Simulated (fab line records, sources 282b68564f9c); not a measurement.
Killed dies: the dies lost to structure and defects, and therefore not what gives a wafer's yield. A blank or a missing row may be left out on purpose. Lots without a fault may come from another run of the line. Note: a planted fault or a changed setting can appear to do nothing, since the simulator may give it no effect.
fab line records	flow rit_cmos	part 1 of 2: steps 1 to 32 of 47
record: lots: 5	wafers: 15	last_day: 6
route steps=202 shown FOX1@20 FOX2@23 NWELL@28 PWELL@39 WELLDRIVE@50 NRETRO@53 PRETRO@64
lots that met no fault: taken from a fault-free run of the same line
start_h: hours from the record's first day to the start of the lot's first wafer shown	wait_h: hours elapsed since this lot's preceding step	" repeats the value in the row above	L1.1+2: one row covering several wafers at once	- either no value or no given start	* or withheld: withheld	< > ~ a bound
route shown NAME@n: names a module that has steps shown in the file, with the first one's number in the route	usual: average and standard deviation across the fault-free wafers	same: alike in all rows	chamber/n: place in a boat	sites: each site's reading	_std_site: their standard deviation	_edge_site: mean of outer sites minus mean of inner sites	radius_mm: how far each site lies from the wafer's centre	mask NAME#n: copy n	behind: the last tool/chamber to shape the wafer	hold: why the lot was held/for how many hours/how that ended	device: which transistor (n, p or np) failed to switch	end of line: at the end of the route, the tests of the same wafers	a step without rows: its recipe alone	killed: the dies lost at the first sort to structure and to defects; this is not the yield of the wafer	map: the dies of a wafer, with x for killed, . for not killed, _ for no die there
set.NAME: setting as actually run; set.NAME@STEP: the setting as run at that earlier step	model.NAME: the simulator's own value behind a step, which no gauge read
a table for each step, a row for each wafer; lots at some steps of the route
services: from which hour (start_h, from the record's first day; less than 0 if before it) a tool's chamber was out of use, for how many hours, and why
== steps ==
step: RIT_FOX1_OXIDATION_00
recipe: temp_c: 1100	ambient: H2O	target_thk_a: 3507	p_h2o_torr: 720	ox_time_s: 1130
usual: zone_power_centre_pct: 48.5/2.3	zone_power_source_pct: 40.2/2.3
lot.wafer	tool	chamber	start_h	wait_h	zone_power_centre_pct	zone_power_source_pct
L074.1	furnace-02	0	15.81	0.0	46.1	37.7
L074.2	"	0	"	"	47.0	36.8
L074.6	"	0	"	"	46.7	37.2
L078.1	furnace-01	0	37.19	1.5	47.1	41.7
L078.3	"	0	"	"	47.7	43.1
L078.4	"	0	"	"	48.6	42.5
L080.1	furnace-01	0	45.65	0.0	48.6	41.9
L080.4	"	0	"	"	48.2	42.0
L080.5	"	0	"	"	47.9	42.6
L087.1	furnace-01	0	82.28	1.6	48.2	41.2
L087.5	"	0	"	"	47.7	42.3
L087.6	"	0	"	"	48.6	41.9
L091.1	furnace-01	0	100.50	0.0	48.2	42.1
L091.4	"	0	"	"	47.4	42.4
L091.6	"	0	"	"	47.8	42.5
step: RIT_FOX1_THK_MEAS_01
recipe: reads: SiO2_of_FOX1_OXIDATION_00
usual: FOX1_OXIDE_THK: 352/7
lot.wafer	tool	chamber	start_h	wait_h	FOX1_OXIDE_THK[nm]
L074.1	film_metro-03	-	17.12	0.0	341
L074.2	"	-	"	"	341
L074.6	"	-	"	"	343
L078.1	film_metro-04	-	38.51	0.0	336
L078.3	"	-	"	"	341
L078.4	"	-	"	"	337
L080.1	film_metro-03	-	46.96	0.0	359
L080.4	"	-	"	"	354
L080.5	"	-	"	"	347
L087.1	film_metro-03	-	83.59	0.0	361
L087.5	"	-	"	"	358
L087.6	"	-	"	"	365
L091.1	film_metro-01	-	101.82	0.0	356
L091.4	"	-	"	"	350
L091.6	"	-	"	"	355
step: RIT_FOX1_WET_ETCH_02
recipe: chemistry: BOE	target_depth_nm: 350	time_s: 390	temp_c: 21.5	dry: n2_spin	dilution: 10:1	target: SiO2
lot.wafer	tool	chamber	start_h	wait_h
L074.1+2+6	wet_bench-03	1	17.18	0.1
L078.1+3+4	wet_bench-01	3	38.57	0.1
L080.1+4+5	wet_bench-01	2	47.02	0.1
L087.1+5+6	wet_bench-03	2	83.65	0.1
L091.1+4+6	wet_bench-01	1	101.88	0.1
step: RIT_FOX2_OXIDATION_00
recipe: temp_c: 1100	ambient: H2O	target_thk_a: 3507	p_h2o_torr: 720	ox_time_s: 1130
usual: zone_power_centre_pct: 49.6/1.9	zone_power_source_pct: 42.9/1.4
lot.wafer	tool	chamber	start_h	wait_h	zone_power_centre_pct	zone_power_source_pct
L074.1	furnace-04	0	17.30	0.0	49.5	44.3
L074.2	"	0	"	"	49.5	44.9
L074.6	"	0	"	"	49.3	44.1
L078.1	furnace-01	0	38.70	0.0	48.5	41.9
L078.3	"	0	"	"	47.4	42.2
L078.4	"	0	"	"	47.5	41.6
L080.1	furnace-01	0	47.14	0.0	48.4	42.5
L080.4	"	0	"	"	48.2	42.2
L080.5	"	0	"	"	47.6	41.9
L087.1	furnace-01	0	83.78	0.0	47.7	42.4
L087.5	"	0	"	"	48.7	42.0
L087.6	"	0	"	"	48.4	42.4
L091.1	furnace-01	0	102.02	0.0	47.4	41.8
L091.4	"	0	"	"	48.6	42.3
L091.6	"	0	"	"	47.2	42.2
step: RIT_FOX2_THK_MEAS_01
recipe: reads: SiO2_of_FOX2_OXIDATION_00
usual: FOX2_OXIDE_THK: 348/6.2
lot.wafer	tool	chamber	start_h	wait_h	FOX2_OXIDE_THK[nm]
L074.1	film_metro-02	-	18.61	0.0	337
L074.2	"	-	"	"	337
L074.6	"	-	"	"	339
L078.1	film_metro-03	-	40.01	0.0	346
L078.3	"	-	"	"	347
L078.4	"	-	"	"	345
L080.1	film_metro-02	-	48.45	0.0	339
L080.4	"	-	"	"	335
L080.5	"	-	"	"	344
L087.1	film_metro-03	-	85.09	0.0	351
L087.5	"	-	"	"	347
L087.6	"	-	"	"	354
L091.1	film_metro-03	-	103.33	0.0	349
L091.4	"	-	"	"	353
L091.6	"	-	"	"	354
step: RIT_FOX2_CLEAN_02
recipe: chemistry: dHF	dilution: 50:1	time_s: 180
lot.wafer	tool	chamber	start_h	wait_h
L074.1+2+6	wet_bench-01	1	18.67	0.1
L078.1+3+4	wet_bench-04	0	40.07	0.1
L080.1+4+5	wet_bench-03	0	48.51	0.1
L087.1+5+6	wet_bench-04	3	85.15	0.1
L091.1+4+6	wet_bench-01	1	103.39	0.1
step: RIT_FOX2_WET_ETCH_03
recipe: chemistry: H3PO4	target: Si3N4	target_depth_nm: 195	temp_c: 165	time_s: 2700
lot.wafer	tool	chamber	start_h	wait_h
L074.1+2+6	wet_bench-03	3	18.73	0.0
L078.1+3+4	wet_bench-01	0	40.14	0.0
L080.1+4+5	wet_bench-01	2	48.57	0.0
L087.1+5+6	wet_bench-01	0	85.22	0.0
L091.1+4+6	wet_bench-03	0	103.46	0.0
step: RIT_FOX2_THK_MEAS_90
recipe: reads: SiO2_of_FOX2_OXIDATION_00
usual: FIELD_OXIDE_LEFT_1_THK: 321/6.2
lot.wafer	tool	chamber	start_h	wait_h	FIELD_OXIDE_LEFT_1_THK[nm]
L074.1	film_metro-03	-	19.49	0.0	310
L074.2	"	-	"	"	311
L074.6	"	-	"	"	312
L078.1	film_metro-02	-	40.97	0.0	318
L078.3	"	-	"	"	320
L078.4	"	-	"	"	318
L080.1	film_metro-01	-	49.33	0.0	312
L080.4	"	-	"	"	307
L080.5	"	-	"	"	316
L087.1	film_metro-03	-	85.97	0.0	324
L087.5	"	-	"	"	320
L087.6	"	-	"	"	327
L091.1	film_metro-03	-	104.22	0.0	322
L091.4	"	-	"	"	325
L091.6	"	-	"	"	327
step: RIT_NWELL_HMDS_00
recipe: prime_time_s: 60	prime_temp_c: 140
lot.wafer	tool	chamber	start_h	wait_h
L074.1+2+6	litho_track-04	0	19.55	0.1
L078.1+3+4	litho_track-01	0	41.03	0.1
L080.1+4+5	litho_track-04	0	49.39	0.1
L087.1+5+6	litho_track-03	0	86.03	0.1
L091.1+4+6	litho_track-04	0	104.34	0.1
step: RIT_NWELL_COAT_01
recipe: resist: NOVOLAK	spin_rpm: 2000	resist_thk_nm: 1300
lot.wafer	tool	chamber	start_h	wait_h
L074.1+2+6	litho_track-04	0	19.70	0.1
L078.1+3+4	litho_track-01	0	41.18	0.1
L080.1+4+5	litho_track-04	0	49.54	0.1
L087.1+5+6	litho_track-03	0	86.18	0.1
L091.1+4+6	litho_track-04	0	104.49	0.1
step: RIT_NWELL_SOFTBAKE_02
recipe: resist: NOVOLAK	temp_c: 90	time_s: 60
lot.wafer	tool	chamber	start_h	wait_h
L074.1+2+6	litho_track-04	0	19.85	0.1
L078.1+3+4	litho_track-01	0	41.33	0.1
L080.1+4+5	litho_track-04	0	49.69	0.1
L087.1+5+6	litho_track-03	0	86.33	0.1
L091.1+4+6	litho_track-04	0	104.64	0.1
step: RIT_NWELL_EXPOSE_03
recipe: mask_id: M2	na: 0.57	target_cd_nm: 43900	dose_mj: 250
usual: focus_offset_nm: 0.0/0.53	reticle_temp_C: 23.00/0.11
lot.wafer	tool	chamber	start_h	wait_h	mask	focus_offset_nm	reticle_temp_C
L074.1	iline_stepper-02	0	20.12	0.2	M2#0	0.0	22.85
L074.2	"	0	"	"	M2#0	-0.7	23.06
L074.6	"	0	"	"	M2#0	-0.3	23.02
L078.1	iline_stepper-01	0	41.48	0.1	M2#0	0.6	22.79
L078.3	"	0	"	"	M2#0	-0.1	22.98
L078.4	"	0	"	"	M2#0	-0.1	22.83
L080.1	iline_stepper-01	0	49.96	0.2	M2#0	-0.9	23.15
L080.4	"	0	"	"	M2#0	0.2	23.18
L080.5	"	0	"	"	M2#0	-0.9	23.21
L087.1	iline_stepper-01	0	86.61	0.2	M2#0	-0.1	22.96
L087.5	"	0	"	"	M2#0	0.0	23.06
L087.6	"	0	"	"	M2#0	-0.3	22.94
L091.1	iline_stepper-01	0	104.92	0.2	M2#0	0.1	23.12
L091.4	"	0	"	"	M2#0	0.4	23.11
L091.6	"	0	"	"	M2#0	0.0	23.07
step: RIT_NWELL_PEB_04
recipe: resist: NOVOLAK	temp_c: withheld	time_s: withheld
lot.wafer	tool	chamber	start_h	wait_h
L074.1+2+6	litho_track-03	0	20.24	0.1
L078.1+3+4	litho_track-03	0	41.59	0.1
L080.1+4+5	litho_track-01	0	50.08	0.1
L087.1+5+6	litho_track-03	0	86.73	0.1
L091.1+4+6	litho_track-04	0	105.07	0.1
step: RIT_NWELL_DEVELOP_05
recipe: resist: NOVOLAK	develop_time_s: 68	dev_temp_c: 23
lot.wafer	tool	chamber	start_h	wait_h
L074.1+2+6	litho_track-03	0	-	-
L078.1+3+4	litho_track-03	0	-	-
L080.1+4+5	litho_track-01	0	-	-
L087.1+5+6	litho_track-03	0	-	-
L091.1+4+6	litho_track-04	0	-	-
step: RIT_NWELL_OVL_MEAS_06
usual: NWELL_OVL: -0.5/1.5
lot.wafer	tool	chamber	start_h	wait_h	NWELL_OVL[nm]
L074.1	overlay-01	-	20.55	-	-0.7
L074.2	"	-	"	"	-2.3
L074.6	"	-	"	"	-2.0
L078.1	overlay-02	-	41.91	-	0.3
L078.3	"	-	"	"	0.1
L078.4	"	-	"	"	0.7
L080.1	overlay-02	-	50.39	-	-1.2
L080.4	"	-	"	"	-2.2
L080.5	"	-	"	"	-3.0
L087.1	overlay-01	-	87.04	-	-0.3
L087.5	"	-	"	"	0.0
L087.6	"	-	"	"	-0.4
L091.1	overlay-01	-	105.39	-	-0.1
L091.4	"	-	"	"	-0.1
L091.6	"	-	"	"	0.4
step: RIT_NWELL_HARDBAKE_07
recipe: resist: NOVOLAK	temp_c: 140	time_s: 120
lot.wafer	tool	chamber	start_h	wait_h
L074.1+2+6	litho_track-01	0	20.77	0.2
L078.1+3+4	litho_track-04	0	41.99	0.1
L080.1+4+5	litho_track-04	0	50.43	0.0
L087.1+5+6	litho_track-01	0	87.07	0.0
L091.1+4+6	litho_track-04	0	105.42	0.0
step: RIT_NWELL_IMPLANT_08
recipe: species: P	energy_kev: 170	dose_cm2: 5e+13	tilt_deg: 7
usual: end_station_pressure_torr: 5.13e-06/2.7e-07
lot.wafer	tool	chamber	start_h	wait_h	end_station_pressure_torr
L074.1	implanter-04	0	21.02	0.2	5.22e-06
L074.2	"	0	"	"	5.35e-06
L074.6	"	0	"	"	5.24e-06
L078.1	implanter-01	0	42.24	0.2	5.36e-06
L078.3	"	0	"	"	4.84e-06
L078.4	"	0	"	"	5.14e-06
L080.1	implanter-03	0	50.68	0.2	4.32e-06
L080.4	"	0	"	"	5.36e-06
L080.5	"	0	"	"	5.3e-06
L087.1	implanter-04	0	87.32	0.2	5.1e-06
L087.5	"	0	"	"	4.7e-06
L087.6	"	0	"	"	5.47e-06
L091.1	implanter-01	0	105.67	0.2	5.47e-06
L091.4	"	0	"	"	5.04e-06
L091.6	"	0	"	"	5.09e-06
step: RIT_NWELL_STRIP_09
recipe: chemistry: O2	time_s: 180	resist: NOVOLAK	platen_temp_c: withheld	power_w: 500	pressure_mtorr: 4000	o2_flow_sccm: 4000
usual: drypump_motor_current_A: 5.5/0.39
lot.wafer	tool	chamber	start_h	wait_h	drypump_motor_current_A	rf_hours_counter_h
L074.1	plasma_asher-01	0	21.17	0.1	5.3	38
L074.2	"	1	"	"	5.5	38
L074.6	"	0	"	"	5.3	-
L078.1	plasma_asher-03	0	42.39	0.1	4.7	38
L078.3	"	0	"	"	4.7	-
L078.4	"	1	"	"	5.8	-
L080.1	plasma_asher-04	1	50.83	0.1	5.3	42
L080.4	"	0	"	"	5.9	-
L080.5	"	1	"	"	5.3	-
L087.1	plasma_asher-04	1	87.47	0.1	5.4	45
L087.5	"	1	"	"	5.4	-
L087.6	"	0	"	"	5.9	-
L091.1	plasma_asher-04	0	105.82	0.1	5.9	47
L091.4	"	1	"	"	5.4	-
L091.6	"	1	"	"	5.4	-
step: RIT_NWELL_TW_MEAS_10
usual: NWELL_TW: 2134/12
lot.wafer	tool	chamber	start_h	wait_h	NWELL_TW
L074.1	film_metro-02	-	21.35	0.1	2147
L074.2	"	-	"	"	2141
L074.6	"	-	"	"	2157
L078.1	film_metro-03	-	42.57	0.1	2145
L078.3	"	-	"	"	2139
L078.4	"	-	"	"	2142
L080.1	film_metro-03	-	51.00	0.1	2143
L080.4	"	-	"	"	2139
L080.5	"	-	"	"	2135
L087.1	film_metro-02	-	87.65	0.1	2129
L087.5	"	-	"	"	2120
L087.6	"	-	"	"	2143
L091.1	film_metro-04	-	106.00	0.1	2137
L091.4	"	-	"	"	2137
L091.6	"	-	"	"	2138
step: RIT_PWELL_HMDS_00
recipe: prime_time_s: 60	prime_temp_c: 140
lot.wafer	tool	chamber	start_h	wait_h
L074.1+2+6	litho_track-04	0	21.41	0.1
L078.1+3+4	litho_track-04	0	42.74	0.2
L080.1+4+5	litho_track-03	0	51.06	0.1
L087.1+5+6	litho_track-03	0	87.71	0.1
L091.1+4+6	litho_track-04	0	106.06	0.1
step: RIT_PWELL_COAT_01
recipe: resist: NOVOLAK	spin_rpm: 2000	resist_thk_nm: 1300
lot.wafer	tool	chamber	start_h	wait_h
L074.1+2+6	litho_track-04	0	21.56	0.1
L078.1+3+4	litho_track-04	0	42.89	0.1
L080.1+4+5	litho_track-03	0	51.21	0.1
L087.1+5+6	litho_track-03	0	87.86	0.1
L091.1+4+6	litho_track-04	0	106.21	0.1
step: RIT_PWELL_SOFTBAKE_02
recipe: resist: NOVOLAK	temp_c: 90	time_s: 60
lot.wafer	tool	chamber	start_h	wait_h
L074.1+2+6	litho_track-04	0	21.71	0.1
L078.1+3+4	litho_track-04	0	43.04	0.1
L080.1+4+5	litho_track-03	0	51.36	0.1
L087.1+5+6	litho_track-03	0	88.01	0.1
L091.1+4+6	litho_track-04	0	106.36	0.1
step: RIT_PWELL_EXPOSE_03
recipe: mask_id: M3	na: 0.57	target_cd_nm: 43700	dose_mj: 250
usual: focus_offset_nm: 0.1/0.49	reticle_temp_C: 23.03/0.12
lot.wafer	tool	chamber	start_h	wait_h	mask	focus_offset_nm	reticle_temp_C
L074.1	iline_stepper-02	0	21.86	0.1	M3#0	0.2	23.06
L074.2	"	0	"	"	M3#0	0.7	23.14
L074.6	"	0	"	"	M3#0	-0.2	23.19
L078.1	iline_stepper-01	0	43.22	0.2	M3#0	-0.6	23.04
L078.3	"	0	"	"	M3#0	-0.6	22.80
L078.4	"	0	"	"	M3#0	-0.2	22.92
L080.1	iline_stepper-02	0	51.51	0.1	M3#0	0.2	23.03
L080.4	"	0	"	"	M3#0	-1.2	23.02
L080.5	"	0	"	"	M3#0	0.0	22.87
L087.1	iline_stepper-02	0	88.28	0.2	M3#0	0.1	22.96
L087.5	"	0	"	"	M3#0	0.0	23.09
L087.6	"	0	"	"	M3#0	0.1	23.16
L091.1	iline_stepper-01	0	106.51	0.1	M3#0	0.0	23.21
L091.4	"	0	"	"	M3#0	0.8	23.23
L091.6	"	0	"	"	M3#0	0.3	23.18
step: RIT_PWELL_PEB_04
recipe: resist: NOVOLAK	temp_c: withheld	time_s: withheld
lot.wafer	tool	chamber	start_h	wait_h
L074.1+2+6	litho_track-04	0	21.98	0.1
L078.1+3+4	litho_track-04	0	43.33	0.1
L080.1+4+5	litho_track-02	0	51.63	0.1
L087.1+5+6	litho_track-02	0	88.40	0.1
L091.1+4+6	litho_track-02	0	106.62	0.1
step: RIT_PWELL_DEVELOP_05
recipe: resist: NOVOLAK	develop_time_s: 68	dev_temp_c: 23
lot.wafer	tool	chamber	start_h	wait_h
L074.1+2+6	litho_track-04	0	-	-
L078.1+3+4	litho_track-04	0	-	-
L080.1+4+5	litho_track-02	0	-	-
L087.1+5+6	litho_track-02	0	-	-
L091.1+4+6	litho_track-02	0	-	-
step: RIT_PWELL_OVL_MEAS_06
usual: PWELL_OVL: 0.6/1.5
lot.wafer	tool	chamber	start_h	wait_h	PWELL_OVL[nm]
L074.1	overlay-01	-	22.29	-	0.5
L074.2	"	-	"	"	-1.1
L074.6	"	-	"	"	-1.7
L078.1	overlay-01	-	43.65	-	-1.5
L078.3	"	-	"	"	1.4
L078.4	"	-	"	"	0.4
L080.1	overlay-01	-	51.94	-	0.3
L080.4	"	-	"	"	-0.9
L080.5	"	-	"	"	-1.9
L087.1	overlay-02	-	88.71	-	-1.9
L087.5	"	-	"	"	-0.5
L087.6	"	-	"	"	-1.2
L091.1	overlay-01	-	106.94	-	2.4
L091.4	"	-	"	"	2.3
L091.6	"	-	"	"	2.2
step: RIT_PWELL_HARDBAKE_07
recipe: resist: NOVOLAK	temp_c: 140	time_s: 120
lot.wafer	tool	chamber	start_h	wait_h
L074.1+2+6	litho_track-02	0	22.33	0.0
L078.1+3+4	litho_track-04	0	43.68	0.0
L080.1+4+5	litho_track-04	0	51.98	0.0
L087.1+5+6	litho_track-03	0	88.75	0.0
L091.1+4+6	litho_track-04	0	106.97	0.0
step: RIT_PWELL_IMPLANT_08
recipe: species: B	energy_kev: 170	dose_cm2: 7e+13	tilt_deg: 7
usual: end_station_pressure_torr: 5.19e-06/2.5e-07
lot.wafer	tool	chamber	start_h	wait_h	end_station_pressure_torr
L074.1	implanter-02	0	22.58	0.2	5.25e-06
L074.2	"	0	"	"	5.16e-06
L074.6	"	0	"	"	5.36e-06
L078.1	implanter-01	0	43.93	0.2	5.18e-06
L078.3	"	0	"	"	4.99e-06
L078.4	"	0	"	"	5.15e-06
L080.1	implanter-01	0	52.23	0.2	5.14e-06
L080.4	"	0	"	"	5.38e-06
L080.5	"	0	"	"	4.88e-06
L087.1	implanter-03	0	89.00	0.2	5.45e-06
L087.5	"	0	"	"	5.39e-06
L087.6	"	0	"	"	5.15e-06
L091.1	implanter-03	0	107.22	0.2	5.12e-06
L091.4	"	0	"	"	5.41e-06
L091.6	"	0	"	"	4.75e-06
step: RIT_PWELL_STRIP_09
recipe: chemistry: O2	time_s: 180	resist: NOVOLAK	platen_temp_c: withheld	power_w: 500	pressure_mtorr: 4000	o2_flow_sccm: 4000
usual: drypump_motor_current_A: 5.3/0.53
lot.wafer	tool	chamber	start_h	wait_h	drypump_motor_current_A	rf_hours_counter_h
L074.1	plasma_asher-03	1	22.73	0.1	5.8	36
L074.2	"	0	"	"	4.7	36
L074.6	"	0	"	"	4.7	-
L078.1	plasma_asher-02	1	44.08	0.1	4.7	25
L078.3	"	1	"	"	4.8	-
L078.4	"	0	"	"	5.7	-
L080.1	plasma_asher-04	0	52.38	0.1	5.9	42
L080.4	"	0	"	"	5.9	-
L080.5	"	1	"	"	5.3	-
L087.1	plasma_asher-03	1	89.15	0.1	5.9	43
L087.5	"	0	"	"	4.7	-
L087.6	"	1	"	"	5.9	-
L091.1	plasma_asher-02	1	107.37	0.1	4.7	32
L091.4	"	0	"	"	5.7	-
L091.6	"	1	"	"	4.7	-
step: RIT_PWELL_TW_MEAS_10
usual: PWELL_TW: 948/4.9
lot.wafer	tool	chamber	start_h	wait_h	PWELL_TW
L074.1	film_metro-03	-	22.90	0.1	947
L074.2	"	-	"	"	950
L074.6	"	-	"	"	947
L078.1	film_metro-03	-	44.26	0.1	957
L078.3	"	-	"	"	957
L078.4	"	-	"	"	953
L080.1	film_metro-04	-	52.55	0.1	941
L080.4	"	-	"	"	947
L080.5	"	-	"	"	948
L087.1	film_metro-03	-	89.33	0.1	952
L087.5	"	-	"	"	956
L087.6	"	-	"	"	955
L091.1	film_metro-03	-	107.55	0.1	942
L091.4	"	-	"	"	945
L091.6	"	-	"	"	947
step: RIT_WELLDRIVE_ANNEAL_00
recipe: temp_c: 1100	time_s: 14700	ambient: N2
usual: zone_power_centre_pct: 47.9/1.2	zone_power_source_pct: 41/3.2
lot.wafer	tool	chamber	start_h	wait_h	zone_power_centre_pct	zone_power_source_pct
L074.1	furnace-04	0	23.37	0.5	49.3	44
L074.2	"	0	"	"	49.3	44
L074.6	"	0	"	"	48.7	45
L078.1	furnace-04	0	44.32	0.1	49.3	44
L078.3	"	0	"	"	50.0	45
L078.4	"	0	"	"	49.3	45
L080.1	furnace-04	0	52.61	0.1	49.4	45
L080.4	"	0	"	"	50.5	45
L080.5	"	0	"	"	50.0	44
L087.1	furnace-02	0	90.93	1.6	46.7	37
L087.5	"	0	"	"	47.0	38
L087.6	"	0	"	"	46.9	37
L091.1	furnace-02	0	107.61	0.1	47.5	37
L091.4	"	0	"	"	45.9	37
L091.6	"	0	"	"	46.3	38
step: RIT_WELLDRIVE_RS_MEAS_01
recipe: thk_meas_gauge: four-point-probe
usual: NWELL_RS: 276.0/0.7
lot.wafer	tool	chamber	start_h	wait_h	NWELL_RS[ohm/sq]
L074.1	film_metro-03	-	28.45	0.0	275.7
L074.2	"	-	"	"	275.3
L074.6	"	-	"	"	275.3
L078.1	film_metro-04	-	49.40	0.0	275.4
L078.3	"	-	"	"	274.8
L078.4	"	-	"	"	274.1
L080.1	film_metro-04	-	57.70	0.0	275.7
L080.4	"	-	"	"	275.3
L080.5	"	-	"	"	276.3
L087.1	film_metro-02	-	96.01	0.0	275.8
L087.5	"	-	"	"	276.8
L087.6	"	-	"	"	276.7
L091.1	film_metro-04	-	112.69	0.0	275.8
L091.4	"	-	"	"	276.0
L091.6	"	-	"	"	276.2
